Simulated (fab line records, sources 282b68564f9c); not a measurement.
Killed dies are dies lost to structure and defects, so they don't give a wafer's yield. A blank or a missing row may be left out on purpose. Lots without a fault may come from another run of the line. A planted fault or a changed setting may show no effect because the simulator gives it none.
One fault seen from 2 desks | flow rit_cmos | each desk has only its own numbers; what lay behind them comes last

THE TOOL OWNER'S DESK: rie_si-02
The tool's own readings at RIT_GATE_ETCH_19 (etches poly-Si in SF6/CHF3/O2, stops on SiO2, time 165 s, target depth 312.5 nm): means of the sampled wafers that have a number, for each lot that ran on this tool. A lot is out of limits, marked OUT, if its mean lies more than 4 standard deviations from the usual mean; the brackets give that distance.
Columns: A = CHF3_flow_sccm at RIT_GATE_ETCH_19, usual 30.01 sccm; B = drypump_motor_current_A at RIT_GATE_ETCH_19, usual 5.6 A; C = oes_product_au at RIT_GATE_ETCH_19, usual 0.858 a.u.; D = rf_fwd_power_W at RIT_GATE_ETCH_19, usual 159.5 W; E = throttle_valve_pct at RIT_GATE_ETCH_19, usual 10.21 %
lot  | first seen here | A     | B   | C     | D               | E
L574 | day 2 13:34     | 30.04 | 5.9 | 0.860 | 159.8           | 10.13
L582 | day 4 06:12     | 30.02 | 5.6 | 0.863 | 181.5 (+39) OUT | 10.26
L584 | day 4 14:53     | 29.90 | 5.7 | 0.865 | 180.7 (+38) OUT | 10.24
This desk's finding: out of limits on L582, L584; first on L582, day 4 06:12 (rf_fwd_power_W at RIT_GATE_ETCH_19). In limits: L574.

THE METROLOGY DESK
What the gauges read, lot by lot, whatever tool the lot ran on: means of the sampled wafers that have a number. A lot is out of limits, marked OUT, if its mean lies more than 4 standard deviations from the usual mean; the brackets give that distance.
Columns: A = GATE_OXIDE_THK at RIT_GATE_THK_MEAS_07, usual 3.00 nm; B = GATE_POLY_THK at RIT_GATE_THK_MEAS_09, usual 250.8 nm; C = cd_nm at RIT_GATE_CD_MEAS_16, usual 150.3 nm; D = GATE_OVL at RIT_GATE_OVL_MEAS_17, usual -0.3 nm
lot  | first seen here | A    | B     | C     | D
L574 | day 2 10:23     | 3.00 | 251.5 | 151.7 | -0.4
L579 | day 3 11:30     | 3.00 | 249.5 | 150.6 | 0.3
L582 | day 4 02:56     | 2.97 | 250.0 | 150.1 | -0.1
L584 | day 4 12:02     | 2.92 | 253.7 | 156.8 | -1.3
L592 | day 6 12:38     | 2.99 | 252.4 | 151.0 | -1.6
L595 | day 7 04:52     | 3.03 | 252.0 | 150.4 | -2.0
This desk's finding: nothing out of limits on any of the 6 lots.

PUT TOGETHER
The tool owner's desk could have raised an alarm at day 4 06:12, on L582, L584.
The metrology desk saw nothing out of limits.
The metrology desk has L582, L584 on record, within its limits.
Of the lots named, all ran RIT_GATE_ETCH_19 on rie_si-02.

WHAT THE SIMULATOR HAD PUT IN
Process parameter drift: rie_si-02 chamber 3, from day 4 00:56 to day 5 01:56, at RIT_GATE_ETCH_19. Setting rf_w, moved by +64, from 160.
Lots struck among those shown: L582, L584.
Hours from the fault's start to each desk's first reading out of limits: the tool owner's desk, 5.
